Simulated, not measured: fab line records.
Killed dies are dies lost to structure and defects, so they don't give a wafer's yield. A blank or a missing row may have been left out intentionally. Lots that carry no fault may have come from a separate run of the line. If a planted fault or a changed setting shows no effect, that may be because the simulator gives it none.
What tool caused it?    flow rit cmos    7 lots with 21 wafers sampled at 3 steps, on a route of 202 steps

## WHAT EACH GAUGE READ, for each wafer
RIT_PLDD_OVL_MEAS_06.
lot   measured     on          PLDD_OVL (nm)
L559  day 3 01:46  overlay-02  -1.3 -1.2 0.4
L561  day 3 09:04  overlay-02  -2.8 -2.0 -3.9
L566  day 4 10:47  overlay-01  -2.2 -2.0 -3.4
L568  day 4 21:31  overlay-01  -2.6 -3.1 -2.4
L572  day 5 17:52  overlay-02  -149.0 -152.1 -150.3
L577  day 6 23:08  overlay-01  -1.1 0.0 -1.1
L581  day 7 14:55  overlay-01  -0.5 0.3 -0.8

## EACH LOT AND THE TOOL THAT RAN IT (in order: tool; ch and the chambers of the sampled wafers; start)
lot   RIT_GATE_STRIP_20                    RIT_PLDD_EXPOSE_03
L559  plasma asher-01 ch 0,1, day 2 19:31  iline stepper-01 ch 0, day 3 01:15
L561  plasma asher-02 ch 0,1, day 3 03:24  iline stepper-02 ch 0, day 3 08:40
L566  plasma asher-01 ch 0,1, day 4 04:49  iline stepper-02 ch 0, day 4 10:23
L568  plasma asher-03 ch 0,1, day 4 15:47  iline stepper-02 ch 0, day 4 21:07
L572  plasma asher-02 ch 0,1, day 5 11:45  iline stepper-01 ch 0, day 5 17:29
L577  plasma asher-02 ch 0,1, day 6 16:30  iline stepper-02 ch 0, day 6 22:45
L581  plasma asher-01 ch 0,1, day 7 09:15  iline stepper-02 ch 0, day 7 14:31
- RIT_GATE_STRIP_20: strips in O2, time 180 s.
- RIT_PLDD_EXPOSE_03: exposes mask M8, target cd 40900 nm.

## THE ANSWER, worked out from the rows above alone
Rule: what is usual is taken from the lots themselves. The widest of any qualifying gaps counts: lots, ordered by their means at a reading, are off when they make up no more than a third of the lots, leave a main group of 4 or more, and stand apart from it by 3 or more times the standard deviation of that group's means. Not used: any main group whose means are identical at the precision the tables above print for the reading. A lot without any number at a reading at which 4 lots or more have one is off too. All remaining lots with rows at the step are treated as sound.
Off: L572, seen at RIT_PLDD_OVL_MEAS_06 (PLDD_OVL). Main group: mean -1.6 nm, sd 1.1.
If a tool, at a process step before that reading, ran all the lots that are off and no sound lot after the first of them, it fits. The gauges at RIT_PLDD_OVL_MEAS_06 are tried like those tools. 2 tools fit, iline stepper-01 at RIT_PLDD_EXPOSE_03 and overlay-02 at RIT_PLDD_OVL_MEAS_06, so this cannot tell which one it is.

## WHAT HAD BEEN PUT IN BY THE SIMULATOR
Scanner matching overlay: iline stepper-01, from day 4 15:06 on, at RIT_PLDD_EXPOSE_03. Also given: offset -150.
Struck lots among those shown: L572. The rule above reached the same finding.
